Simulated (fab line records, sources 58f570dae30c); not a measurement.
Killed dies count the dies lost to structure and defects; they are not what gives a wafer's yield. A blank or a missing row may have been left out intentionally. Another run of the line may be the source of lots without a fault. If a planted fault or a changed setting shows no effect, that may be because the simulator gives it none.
Check for tools in common :: flow berkeley cmos170 :: Lots sampled 14, wafers sampled 42

== REASON FOR OPENING ==
At UCB170_PLDD_TW_MEAS_11 the reading PLDD_TW is flagged on 2 of 14 lots. Fault-free wafers read 1004, with a standard deviation of 7.8.
Rule: flag the lot when none of its wafers has a number, or when each of its wafers that has one lies beyond 4 standard deviations from that mean. The other lots count as sound.

lot: L675
measured: day 7 01:57
on: film metro-02
PLDD_TW, wafer by wafer: 1000 1005 1007
flag: 

lot: L679
measured: day 8 00:07
on: film metro-01
PLDD_TW, wafer by wafer: 997 987 992
flag: 

lot: L676
measured: day 8 00:23
on: film metro-02
PLDD_TW, wafer by wafer: 1014 1006 1010
flag: 

lot: L678
measured: day 8 00:40
on: film metro-01
PLDD_TW, wafer by wafer: 992 994 996
flag: 

lot: L677
measured: day 8 00:40
on: film metro-03
PLDD_TW, wafer by wafer: 1011 1009 1017
flag: 

lot: L681
measured: day 8 04:14
on: film metro-01
PLDD_TW, wafer by wafer: 995 991 995
flag: 

lot: L682
measured: day 9 00:35
on: film metro-02
PLDD_TW, wafer by wafer: 1011 1011 1010
flag: 

lot: L685
measured: day 9 13:14
on: film metro-02
PLDD_TW, wafer by wafer: 1008 1007 1011
flag: 

lot: L687
measured: day 9 14:13
on: film metro-01
PLDD_TW, wafer by wafer: 998 1002 1002
flag: 

lot: L689
measured: day 10 00:11
on: film metro-02
PLDD_TW, wafer by wafer: 1106 1110 1103
flag: FLAGGED

lot: L692
measured: day 10 15:29
on: film metro-01
PLDD_TW, wafer by wafer: 1090 1090 1085
flag: FLAGGED

lot: L694
measured: day 10 15:44
on: film metro-01
PLDD_TW, wafer by wafer: 991 993 986
flag: 

lot: L696
measured: day 11 05:54
on: film metro-01
PLDD_TW, wafer by wafer: 1007 1005 1006
flag: 

lot: L698
measured: day 11 17:31
on: film metro-03
PLDD_TW, wafer by wafer: 1010 1007 1010
flag: 
Average over the flagged lots: 1097; offset from the usual +93, equal to +12 standard deviations.

== EACH LOT AND THE TOOL IT RAN ON ==
2 process steps preceding the reading are held in the record, out of 331 steps in the route. Every cell lists first the tool, next ch and the chambers used by the sampled wafers, and last the start.
lot: L675
flag: 
UCB170_PWELL_STRIP_16: plasma asher-04 ch 0,1, day 3 13:01
UCB170_PLDD_IMPLANT_08: implanter-04 ch 0, day 7 01:33

lot: L679
flag: 
UCB170_PWELL_STRIP_16: plasma asher-02 ch 0,1, day 4 02:39
UCB170_PLDD_IMPLANT_08: implanter-01 ch 0, day 7 23:43

lot: L676
flag: 
UCB170_PWELL_STRIP_16: plasma asher-04 ch 0,1, day 4 02:24
UCB170_PLDD_IMPLANT_08: implanter-03 ch 0, day 7 23:59

lot: L678
flag: 
UCB170_PWELL_STRIP_16: plasma asher-03 ch 0,1, day 4 02:12
UCB170_PLDD_IMPLANT_08: implanter-01 ch 0, day 8 00:16

lot: L677
flag: 
UCB170_PWELL_STRIP_16: plasma asher-04 ch 0,1, day 4 01:56
UCB170_PLDD_IMPLANT_08: implanter-04 ch 0, day 8 00:17

lot: L681
flag: 
UCB170_PWELL_STRIP_16: plasma asher-04 ch 0,1, day 4 15:37
UCB170_PLDD_IMPLANT_08: implanter-01 ch 0, day 8 03:52

lot: L682
flag: 
UCB170_PWELL_STRIP_16: plasma asher-02 ch 0,1, day 5 04:01
UCB170_PLDD_IMPLANT_08: implanter-04 ch 0, day 9 00:11

lot: L685
flag: 
UCB170_PWELL_STRIP_16: plasma asher-04 ch 0,1, day 5 22:05
UCB170_PLDD_IMPLANT_08: implanter-03 ch 0, day 9 12:50

lot: L687
flag: 
UCB170_PWELL_STRIP_16: plasma asher-02 ch 0,1, day 5 21:46
UCB170_PLDD_IMPLANT_08: implanter-01 ch 0, day 9 13:49

lot: L689
flag: FLAGGED
UCB170_PWELL_STRIP_16: plasma asher-03 ch 0,1, day 6 05:31
UCB170_PLDD_IMPLANT_08: implanter-01 ch 0, day 9 23:49

lot: L692
flag: FLAGGED
UCB170_PWELL_STRIP_16: plasma asher-03 ch 0,1, day 7 02:45
UCB170_PLDD_IMPLANT_08: implanter-01 ch 0, day 10 15:05

lot: L694
flag: 
UCB170_PWELL_STRIP_16: plasma asher-04 ch 0,1, day 7 03:30
UCB170_PLDD_IMPLANT_08: implanter-03 ch 0, day 10 15:22

lot: L696
flag: 
UCB170_PWELL_STRIP_16: plasma asher-02 ch 0,1, day 7 16:04
UCB170_PLDD_IMPLANT_08: implanter-04 ch 0, day 11 05:32

lot: L698
flag: 
UCB170_PWELL_STRIP_16: plasma asher-03 ch 0,1, day 8 03:13
UCB170_PLDD_IMPLANT_08: implanter-03 ch 0, day 11 17:09
What is done by these steps:
- UCB170_PWELL_STRIP_16: strips in O2.
- UCB170_PLDD_IMPLANT_08
- UCB170_PLDD_TW_MEAS_11

== FLAGGED OVER TOTAL, TOOL BY TOOL (the gauges that took the reading come last) ==
step: UCB170_PWELL_STRIP_16
tool: plasma asher-02
lots run: 4
flagged: 0
share of the flagged lots: none
sound lots run after its first flagged lot: -

step: UCB170_PWELL_STRIP_16
tool: plasma asher-03
lots run: 4
flagged: 2
share of the flagged lots: all
sound lots run after its first flagged lot: 1 (L698)

step: UCB170_PWELL_STRIP_16
tool: plasma asher-04
lots run: 6
flagged: 0
share of the flagged lots: none
sound lots run after its first flagged lot: -

step: UCB170_PLDD_IMPLANT_08
tool: implanter-01
lots run: 6
flagged: 2
share of the flagged lots: all
sound lots run after its first flagged lot: 0

step: UCB170_PLDD_IMPLANT_08
tool: implanter-03
lots run: 4
flagged: 0
share of the flagged lots: none
sound lots run after its first flagged lot: -

step: UCB170_PLDD_IMPLANT_08
tool: implanter-04
lots run: 4
flagged: 0
share of the flagged lots: none
sound lots run after its first flagged lot: -

step: UCB170_PLDD_TW_MEAS_11
tool: film metro-01
lots run: 7
flagged: 1
share of the flagged lots: some
sound lots run after its first flagged lot: 2 (L694,L696)

step: UCB170_PLDD_TW_MEAS_11
tool: film metro-02
lots run: 5
flagged: 1
share of the flagged lots: some
sound lots run after its first flagged lot: 0

step: UCB170_PLDD_TW_MEAS_11
tool: film metro-03
lots run: 2
flagged: 0
share of the flagged lots: none
sound lots run after its first flagged lot: -

== WHAT IS ALLOWED BY THE TABLE ==
plasma asher-03 at UCB170_PWELL_STRIP_16 and implanter-01 at UCB170_PLDD_IMPLANT_08 are the 2 rows of the table that ran each flagged lot.
- plasma asher-03 at UCB170_PWELL_STRIP_16 ran 4 lots, 2 of them flagged. After the first flagged lot (L698), sound lots still ran on it; a lasting fault on the whole tool would not permit that.
- implanter-01 at UCB170_PLDD_IMPLANT_08 ran 6 lots, 2 of them flagged. A fault beginning between L687 (day 9 13:49), its last sound lot, and L689 (day 9 23:49), its first flagged one, fits the data. Its own readings (beam on s, dose ions cm2, faraday current uA) fall more than 4 standard deviations out on all wafers of the flagged lots.
What remains is a single tool, implanter-01 at UCB170_PLDD_IMPLANT_08.

== WHAT THE SIMULATOR HAD PUT IN ==
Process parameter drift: implanter-01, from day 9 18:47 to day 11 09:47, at UCB170_PLDD_IMPLANT_08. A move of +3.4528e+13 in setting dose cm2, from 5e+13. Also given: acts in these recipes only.
Shown lots that were struck: L689, L692. The same result came from the rule above.
